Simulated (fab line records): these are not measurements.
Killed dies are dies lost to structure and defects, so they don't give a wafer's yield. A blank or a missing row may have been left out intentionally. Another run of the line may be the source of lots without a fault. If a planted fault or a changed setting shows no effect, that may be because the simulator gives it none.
Shared-tool check -- flow rit cmos -- 45 wafers sampled across 15 lots

## WHY THIS WAS OPENED
RIT_FOX2_THK_MEAS_01, reading FOX2_OXIDE_THK: flagged on 3 of 15 lots. Wafers without a fault read 352 nm, standard deviation 6.5.
Rule: a lot gets a flag if all its wafers with a number sit over 4 standard deviations from that mean, or if no wafer of it has a number. The rest of the lots are taken to be sound.

lot,measured,on,"FOX2_OXIDE_THK (nm), wafer by wafer",flag
L276,day 1 20:46,film metro-03,357 358 357,
L277,day 1 23:19,film metro-04,346 349 347,
L278,day 2 04:43,film metro-01,344 354 353,
L281,day 3 00:12,film metro-01,537 531 525,FLAGGED
L283,day 3 05:36,film metro-01,352 351 351,
L284,day 3 11:56,film metro-01,505 515 511,FLAGGED
L290,day 4 23:18,film metro-03,548 544 545,FLAGGED
L292,day 5 04:22,film metro-01,361 359 360,
L293,day 5 07:25,film metro-03,359 353 350,
L294,day 5 17:30,film metro-03,361 363 363,
L295,day 5 19:31,film metro-03,348 344 345,
L296,day 5 22:41,film metro-03,354 356 355,
L297,day 6 04:23,film metro-01,355 348 353,
L298,day 6 08:29,film metro-01,346 340 349,
L299,day 6 13:28,film metro-04,359 361 365,
On average the flagged lots' numbers are 529 nm, which is +177 nm against the usual, or +27 standard deviations.

## TOOL THAT RAN EACH LOT
Before the reading, the record contains 2 process steps out of a 202-step route. Every cell lists first the tool, next ch and the chambers used by the sampled wafers, and last the start.
lot,flag,RIT_ACTIVE_ETCH_13,RIT_FOX2_OXIDATION_00
L276,,"rie diel-04 ch 0,1,2, day 1 14:50","furnace-02 ch 0, day 1 19:26"
L277,,"rie diel-04 ch 2,3, day 1 19:43","furnace-01 ch 0, day 1 22:00"
L278,,"rie diel-02 ch 0,2, day 2 00:43","furnace-02 ch 0, day 2 03:24"
L281,FLAGGED,"rie diel-04 ch 0,3, day 2 16:05","furnace-01 ch 0, day 2 20:17"
L283,,"rie diel-01 ch 0,1,3, day 3 01:58","furnace-04 ch 0, day 3 04:17"
L284,FLAGGED,"rie diel-01 ch 0,3, day 3 06:50","furnace-02 ch 0, day 3 09:08"
L290,FLAGGED,"rie diel-04 ch 1,2,3, day 4 13:58","furnace-01 ch 0, day 4 19:16"
L292,,"rie diel-02 ch 1,2,3, day 5 00:19","furnace-02 ch 0, day 5 03:03"
L293,,"rie diel-01 ch 0,1, day 5 03:43","furnace-02 ch 0, day 5 06:07"
L294,,"rie diel-01 ch 0,1, day 5 09:53","furnace-02 ch 0, day 5 16:11"
L295,,"rie diel-04 ch 1,2,3, day 5 15:51","furnace-04 ch 0, day 5 18:11"
L296,,"rie diel-04 ch 0,1, day 5 18:58","furnace-02 ch 0, day 5 21:20"
L297,,"rie diel-02 ch 1,2, day 6 00:25","furnace-01 ch 0, day 6 03:04"
L298,,"rie diel-01 ch 1,3, day 6 04:50","furnace-01 ch 0, day 6 07:10"
L299,,"rie diel-01 ch 0,2,3, day 6 09:51","furnace-02 ch 0, day 6 12:10"
What these steps do:
- RIT_ACTIVE_ETCH_13: etches Si3N4 in SF6, stops on SiO2, time 210 s, target depth 210 nm.
- RIT_FOX2_OXIDATION_00: target thk 350.7 nm, ox time 1130 s.
- RIT_FOX2_THK_MEAS_01

## FLAGGED AGAINST TOTAL, ONE TOOL AT A TIME (gauges that did the reading follow at the end)
step,tool,lots run,flagged,share of the flagged lots,sound lots run after its first flagged lot
RIT_ACTIVE_ETCH_13,rie diel-01,6,1,some,"4 (L293,L294,L298,L299)"
RIT_ACTIVE_ETCH_13,rie diel-02,3,0,none,-
RIT_ACTIVE_ETCH_13,rie diel-04,6,2,some,"2 (L295,L296)"
RIT_FOX2_OXIDATION_00,furnace-01,5,2,some,"2 (L297,L298)"
RIT_FOX2_OXIDATION_00,furnace-02,8,1,some,"5 (L292,L293,L294,L296,L299)"
RIT_FOX2_OXIDATION_00,furnace-04,2,0,none,-
RIT_FOX2_THK_MEAS_01,film metro-01,7,2,some,"4 (L283,L292,L297,L298)"
RIT_FOX2_THK_MEAS_01,film metro-03,6,1,some,"4 (L293,L294,L295,L296)"
RIT_FOX2_THK_MEAS_01,film metro-04,2,0,none,-

## WHAT THE TABLE PERMITS
No row of the table ran every flagged lot.

## WHAT THE SIMULATOR HAD PUT IN
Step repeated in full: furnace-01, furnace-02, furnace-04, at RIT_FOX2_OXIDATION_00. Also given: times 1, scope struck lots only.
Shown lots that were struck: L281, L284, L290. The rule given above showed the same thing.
